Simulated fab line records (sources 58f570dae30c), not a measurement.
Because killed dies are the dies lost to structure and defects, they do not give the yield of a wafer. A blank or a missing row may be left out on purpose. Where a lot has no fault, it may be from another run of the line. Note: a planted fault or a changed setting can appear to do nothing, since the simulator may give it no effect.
Which tool did it? / flow berkeley-cmos170 / 14 lots, 42 wafers sampled, at 5 steps of a route of 331

WHAT THE GAUGES SHOWED, per wafer
UCB170_NWELL_THK_MEAS_02.
lot=L282; measured=day 2 04:01; on=film-metro-04; NWELL_OXIDE_THK (nm)=25.5 25.5 26.6
lot=L281; measured=day 2 04:01; on=film-metro-01; NWELL_OXIDE_THK (nm)=25.9 26.1 26.0
lot=L283; measured=day 2 11:13; on=film-metro-01; NWELL_OXIDE_THK (nm)=25.6 26.1 25.7
lot=L284; measured=day 2 18:58; on=film-metro-04; NWELL_OXIDE_THK (nm)=26.8 26.7 26.3
lot=L287; measured=day 3 14:50; on=film-metro-04; NWELL_OXIDE_THK (nm)=27.0 26.8 26.4
lot=L290; measured=day 3 23:54; on=film-metro-01; NWELL_OXIDE_THK (nm)=26.3 26.4 26.4
lot=L291; measured=day 4 11:13; on=film-metro-02; NWELL_OXIDE_THK (nm)=25.7 25.7 25.7
lot=L295; measured=day 4 20:10; on=film-metro-04; NWELL_OXIDE_THK (nm)=25.5 25.3 25.2
lot=L297; measured=day 5 16:17; on=film-metro-04; NWELL_OXIDE_THK (nm)=26.6 25.7 25.9
lot=L299; measured=day 5 16:18; on=film-metro-02; NWELL_OXIDE_THK (nm)=25.9 26.0 25.6
lot=L300; measured=day 6 03:20; on=film-metro-04; NWELL_OXIDE_THK (nm)=25.8 25.6 25.6
lot=L301; measured=day 6 10:29; on=film-metro-04; NWELL_OXIDE_THK (nm)=25.7 26.0 26.3
lot=L303; measured=day 6 10:34; on=film-metro-04; NWELL_OXIDE_THK (nm)=26.8 26.6 26.2
lot=L304; measured=day 7 00:05; on=film-metro-04; NWELL_OXIDE_THK (nm)=26.3 26.3 26.1

UCB170_M2_CD_MEAS_90: the cd target is 700 nm.
lot=L282; measured=day 8 17:41; on=cd-sem-02; cd-nm (nm)=703.3 698.8 696.5
lot=L281; measured=day 8 20:46; on=cd-sem-02; cd-nm (nm)=703.3 697.1 696.8
lot=L283; measured=day 9 06:31; on=cd-sem-01; cd-nm (nm)=697.4 695.2 695.4
lot=L284; measured=day 9 06:47; on=cd-sem-01; cd-nm (nm)=700.1 700.4 700.5
lot=L287; measured=day 10 04:16; on=cd-sem-01; cd-nm (nm)=703.5 708.1 705.3
lot=L290; measured=day 10 17:59; on=cd-sem-02; cd-nm (nm)=711.3 709.7 707.9
lot=L291; measured=day 10 17:28; on=cd-sem-02; cd-nm (nm)=704.1 700.8 702.3
lot=L295; measured=day 11 08:52; on=cd-sem-02; cd-nm (nm)=699.2 697.3 698.4
lot=L297; measured=day 11 23:58; on=cd-sem-01; cd-nm (nm)=699.4 699.4 696.9
lot=L299; measured=day 11 19:20; on=cd-sem-01; cd-nm (nm)=700.0 699.6 699.3
lot=L300; measured=day 12 04:11; on=cd-sem-02; cd-nm (nm)=701.3 696.2 698.8
lot=L301; measured=day 12 15:35; on=cd-sem-02; cd-nm (nm)=706.1 705.5 704.6
lot=L303; measured=day 12 17:14; on=cd-sem-02; cd-nm (nm)=704.7 701.8 702.8
lot=L304; measured=day 13 09:43; on=cd-sem-02; cd-nm (nm)=701.0 705.1 703.7

TOOL THAT RAN EACH LOT (tool first, then ch and the chambers of the sampled wafers, then the start)
lot=L282; UCB170_SPACER_ETCHBACK_03=rie-diel-01 ch 0,1,3, day 7 17:53; UCB170_M2_METAL_ETCH_18=rie-metal-01 ch 0,1, day 8 17:22; UCB170_M2_STRIP_19=plasma-asher-02 ch 0,1, day 8 17:34
lot=L281; UCB170_SPACER_ETCHBACK_03=rie-diel-03 ch 0,2, day 7 17:53; UCB170_M2_METAL_ETCH_18=rie-metal-04 ch 0,1, day 8 20:27; UCB170_M2_STRIP_19=plasma-asher-03 ch 0,1, day 8 20:38
lot=L283; UCB170_SPACER_ETCHBACK_03=rie-diel-01 ch 1,2,3, day 8 06:21; UCB170_M2_METAL_ETCH_18=rie-metal-01 ch 0,1, day 9 06:13; UCB170_M2_STRIP_19=plasma-asher-02 ch 0,1, day 9 06:24
lot=L284; UCB170_SPACER_ETCHBACK_03=rie-diel-04 ch 0,1,2, day 8 06:21; UCB170_M2_METAL_ETCH_18=rie-metal-02 ch 0,1, day 9 06:29; UCB170_M2_STRIP_19=plasma-asher-01 ch 0,1, day 9 06:41
lot=L287; UCB170_SPACER_ETCHBACK_03=rie-diel-03 ch 0,2,3, day 9 01:40; UCB170_M2_METAL_ETCH_18=rie-metal-01 ch 0,1, day 10 04:00; UCB170_M2_STRIP_19=plasma-asher-03 ch 0,1, day 10 04:10
lot=L290; UCB170_SPACER_ETCHBACK_03=rie-diel-01 ch 0,2, day 9 16:10; UCB170_M2_METAL_ETCH_18=rie-metal-01 ch 0,1, day 10 17:40; UCB170_M2_STRIP_19=plasma-asher-02 ch 0,1, day 10 17:52
lot=L291; UCB170_SPACER_ETCHBACK_03=rie-diel-03 ch 0,1, day 9 16:10; UCB170_M2_METAL_ETCH_18=rie-metal-04 ch 0,1, day 10 17:11; UCB170_M2_STRIP_19=plasma-asher-03 ch 1, day 10 17:22
lot=L295; UCB170_SPACER_ETCHBACK_03=rie-diel-01 ch 0,1,3, day 10 09:46; UCB170_M2_METAL_ETCH_18=rie-metal-02 ch 0, day 11 08:26; UCB170_M2_STRIP_19=plasma-asher-02 ch 0,1, day 11 08:44
lot=L297; UCB170_SPACER_ETCHBACK_03=rie-diel-04 ch 0,2,3, day 10 23:52; UCB170_M2_METAL_ETCH_18=rie-metal-02 ch 0, day 11 23:35; UCB170_M2_STRIP_19=plasma-asher-03 ch 0,1, day 11 23:52
lot=L299; UCB170_SPACER_ETCHBACK_03=rie-diel-03 ch 0,1,2, day 10 23:52; UCB170_M2_METAL_ETCH_18=rie-metal-02 ch 0, day 11 18:59; UCB170_M2_STRIP_19=plasma-asher-02 ch 0,1, day 11 19:13
lot=L300; UCB170_SPACER_ETCHBACK_03=rie-diel-04 ch 0,2,3, day 11 06:43; UCB170_M2_METAL_ETCH_18=rie-metal-02 ch 0, day 12 03:43; UCB170_M2_STRIP_19=plasma-asher-02 ch 0,1, day 12 04:05
lot=L301; UCB170_SPACER_ETCHBACK_03=rie-diel-04 ch 2,3, day 11 20:30; UCB170_M2_METAL_ETCH_18=rie-metal-04 ch 0, day 12 15:07; UCB170_M2_STRIP_19=plasma-asher-03 ch 0, day 12 15:29
lot=L303; UCB170_SPACER_ETCHBACK_03=rie-diel-01 ch 0,3, day 11 20:30; UCB170_M2_METAL_ETCH_18=rie-metal-02 ch 0,1, day 12 16:56; UCB170_M2_STRIP_19=plasma-asher-02 ch 0,1, day 12 17:07
lot=L304; UCB170_SPACER_ETCHBACK_03=rie-diel-03 ch 0,1,3, day 12 10:55; UCB170_M2_METAL_ETCH_18=rie-metal-01 ch 1, day 13 09:19; UCB170_M2_STRIP_19=plasma-asher-02 ch 0,1, day 13 09:37
- UCB170_SPACER_ETCHBACK_03: etches SiO2 in CHF3/CF4/Ar, stops on Si, target depth 376 nm, time 100 s.
- UCB170_M2_METAL_ETCH_18: etches Al in Cl2/BCl3, stops on SiO2, target depth 1170 nm, time 195 s.
- UCB170_M2_STRIP_19: strips in O2.

WHAT THE TOOLS THEMSELVES READ (means of the sampled wafers that have a number; where no wafer has one, the mark that the record gives instead)
UCB170_SPACER_ETCHBACK_03.
lot=L282; tool=rie-diel-01; CHF3_flow_sccm (sccm)=49.99; drypump-motor-current-A (A)=5.4; mfc-ar-sccm (sccm)=120.2; oes-product-au (a.u.)=0.899; throttle-valve-pct (%)=6.41
lot=L281; tool=rie-diel-03; CHF3_flow_sccm (sccm)=50.03; drypump-motor-current-A (A)=6.4; mfc-ar-sccm (sccm)=120.0; oes-product-au (a.u.)=0.917; throttle-valve-pct (%)=6.58
lot=L283; tool=rie-diel-01; CHF3_flow_sccm (sccm)=49.89; drypump-motor-current-A (A)=5.6; mfc-ar-sccm (sccm)=120.1; oes-product-au (a.u.)=0.912; throttle-valve-pct (%)=6.44
lot=L284; tool=rie-diel-04; CHF3_flow_sccm (sccm)=50.09; drypump-motor-current-A (A)=5.7; mfc-ar-sccm (sccm)=120.4; oes-product-au (a.u.)=0.911; throttle-valve-pct (%)=6.40
lot=L287; tool=rie-diel-03; CHF3_flow_sccm (sccm)=50.19; drypump-motor-current-A (A)=6.0; mfc-ar-sccm (sccm)=119.9; oes-product-au (a.u.)=0.907; throttle-valve-pct (%)=6.54
lot=L290; tool=rie-diel-01; CHF3_flow_sccm (sccm)=49.89; drypump-motor-current-A (A)=5.8; mfc-ar-sccm (sccm)=120.3; oes-product-au (a.u.)=0.926; throttle-valve-pct (%)=6.45
lot=L291; tool=rie-diel-03; CHF3_flow_sccm (sccm)=50.00; drypump-motor-current-A (A)=6.5; mfc-ar-sccm (sccm)=120.5; oes-product-au (a.u.)=0.906; throttle-valve-pct (%)=6.35
lot=L295; tool=rie-diel-01; CHF3_flow_sccm (sccm)=50.07; drypump-motor-current-A (A)=5.4; mfc-ar-sccm (sccm)=120.0; oes-product-au (a.u.)=0.903; throttle-valve-pct (%)=6.41
lot=L297; tool=rie-diel-04; CHF3_flow_sccm (sccm)=49.95; drypump-motor-current-A (A)=5.6; mfc-ar-sccm (sccm)=120.1; oes-product-au (a.u.)=0.909; throttle-valve-pct (%)=6.43
lot=L299; tool=rie-diel-03; CHF3_flow_sccm (sccm)=49.93; drypump-motor-current-A (A)=6.4; mfc-ar-sccm (sccm)=120.1; oes-product-au (a.u.)=0.915; throttle-valve-pct (%)=6.46
lot=L300; tool=rie-diel-04; CHF3_flow_sccm (sccm)=49.83; drypump-motor-current-A (A)=5.6; mfc-ar-sccm (sccm)=119.7; oes-product-au (a.u.)=0.903; throttle-valve-pct (%)=6.42
lot=L301; tool=rie-diel-04; CHF3_flow_sccm (sccm)=49.92; drypump-motor-current-A (A)=6.1; mfc-ar-sccm (sccm)=120.0; oes-product-au (a.u.)=0.900; throttle-valve-pct (%)=6.36
lot=L303; tool=rie-diel-01; CHF3_flow_sccm (sccm)=50.07; drypump-motor-current-A (A)=5.4; mfc-ar-sccm (sccm)=120.3; oes-product-au (a.u.)=0.929; throttle-valve-pct (%)=6.42
lot=L304; tool=rie-diel-03; CHF3_flow_sccm (sccm)=50.11; drypump-motor-current-A (A)=6.0; mfc-ar-sccm (sccm)=120.3; oes-product-au (a.u.)=0.909; throttle-valve-pct (%)=6.43

UCB170_M2_METAL_ETCH_18.
lot=L282; tool=rie-metal-01; drypump-motor-current-A (A)=5.9; oes-product-au (a.u.)=0.867; run-length-s (s)=222.7; throttle-valve-pct (%)=24.47
lot=L281; tool=rie-metal-04; drypump-motor-current-A (A)=5.0; oes-product-au (a.u.)=0.855; run-length-s (s)=223.5; throttle-valve-pct (%)=24.07
lot=L283; tool=rie-metal-01; drypump-motor-current-A (A)=5.9; oes-product-au (a.u.)=0.869; run-length-s (s)=222.8; throttle-valve-pct (%)=24.47
lot=L284; tool=rie-metal-02; drypump-motor-current-A (A)=5.5; oes-product-au (a.u.)=0.860; run-length-s (s)=223.3; throttle-valve-pct (%)=24.22
lot=L287; tool=rie-metal-01; drypump-motor-current-A (A)=6.1; oes-product-au (a.u.)=1.025; run-length-s (s)=192.9; throttle-valve-pct (%)=24.20
lot=L290; tool=rie-metal-01; drypump-motor-current-A (A)=5.9; oes-product-au (a.u.)=1.027; run-length-s (s)=192.5; throttle-valve-pct (%)=24.40
lot=L291; tool=rie-metal-04; drypump-motor-current-A (A)=5.0; oes-product-au (a.u.)=0.866; run-length-s (s)=223.5; throttle-valve-pct (%)=24.06
lot=L295; tool=rie-metal-02; drypump-motor-current-A (A)=5.6; oes-product-au (a.u.)=0.852; run-length-s (s)=222.9; throttle-valve-pct (%)=24.11
lot=L297; tool=rie-metal-02; drypump-motor-current-A (A)=5.6; oes-product-au (a.u.)=0.849; run-length-s (s)=223.0; throttle-valve-pct (%)=24.10
lot=L299; tool=rie-metal-02; drypump-motor-current-A (A)=5.6; oes-product-au (a.u.)=0.848; run-length-s (s)=223.2; throttle-valve-pct (%)=24.11
lot=L300; tool=rie-metal-02; drypump-motor-current-A (A)=5.6; oes-product-au (a.u.)=0.846; run-length-s (s)=223.2; throttle-valve-pct (%)=24.11
lot=L301; tool=rie-metal-04; drypump-motor-current-A (A)=5.2; oes-product-au (a.u.)=0.862; run-length-s (s)=223.1; throttle-valve-pct (%)=23.86
lot=L303; tool=rie-metal-02; drypump-motor-current-A (A)=5.5; oes-product-au (a.u.)=0.854; run-length-s (s)=223.3; throttle-valve-pct (%)=24.42
lot=L304; tool=rie-metal-01; drypump-motor-current-A (A)=5.6; oes-product-au (a.u.)=0.881; run-length-s (s)=222.6; throttle-valve-pct (%)=24.65

UCB170_M2_STRIP_19.
lot=L282; tool=plasma-asher-02; drypump-motor-current-A (A)=5.76; oes-product-au (a.u.)=0.529
lot=L281; tool=plasma-asher-03; drypump-motor-current-A (A)=5.65; oes-product-au (a.u.)=0.526
lot=L283; tool=plasma-asher-02; drypump-motor-current-A (A)=5.76; oes-product-au (a.u.)=0.521
lot=L284; tool=plasma-asher-01; drypump-motor-current-A (A)=5.93; oes-product-au (a.u.)=0.523
lot=L287; tool=plasma-asher-03; drypump-motor-current-A (A)=5.67; oes-product-au (a.u.)=0.634
lot=L290; tool=plasma-asher-02; drypump-motor-current-A (A)=5.76; oes-product-au (a.u.)=0.640
lot=L291; tool=plasma-asher-03; drypump-motor-current-A (A)=5.84; oes-product-au (a.u.)=0.519
lot=L295; tool=plasma-asher-02; drypump-motor-current-A (A)=5.89; oes-product-au (a.u.)=0.524
lot=L297; tool=plasma-asher-03; drypump-motor-current-A (A)=5.48; oes-product-au (a.u.)=0.529
lot=L299; tool=plasma-asher-02; drypump-motor-current-A (A)=5.89; oes-product-au (a.u.)=0.520
lot=L300; tool=plasma-asher-02; drypump-motor-current-A (A)=5.76; oes-product-au (a.u.)=0.529
lot=L301; tool=plasma-asher-03; drypump-motor-current-A (A)=5.32; oes-product-au (a.u.)=0.557
lot=L303; tool=plasma-asher-02; drypump-motor-current-A (A)=5.88; oes-product-au (a.u.)=0.539
lot=L304; tool=plasma-asher-02; drypump-motor-current-A (A)=5.88; oes-product-au (a.u.)=0.537

THE ANSWER, worked out from the rows above alone
Rule: usual is defined by the lots themselves. Put in order of their means at a reading, lots are off if they are a third of the lots or fewer, leave a main group of 4 or more, and stand apart from it by a gap of 3 or more times the standard deviation of the main group's means; of several such gaps the widest counts. A main group is skipped when, at the precision printed for the reading in the tables above, its means are all equal. Also off: a lot with no number at a reading for which 4 or more lots have one. Any other lot the step has rows for is counted as sound. First the gauges in route order, then the tools' own readings, where a lot's mean is used as printed above. The first step at which some lot is off is used, and at that step the reading that is off furthest; a lot without a number counts as furthest.
Off: L287, L290, at UCB170_M2_METAL_ETCH_18 (run-length-s). For the main group the mean is 223.1 s and the standard deviation 0.28.
If a tool, at that step or one of the process steps before it, ran each lot that is off and ran no sound lot following the first of them, it fits. None of those tried fits.

WHAT HAD BEEN PUT IN BY THE SIMULATOR
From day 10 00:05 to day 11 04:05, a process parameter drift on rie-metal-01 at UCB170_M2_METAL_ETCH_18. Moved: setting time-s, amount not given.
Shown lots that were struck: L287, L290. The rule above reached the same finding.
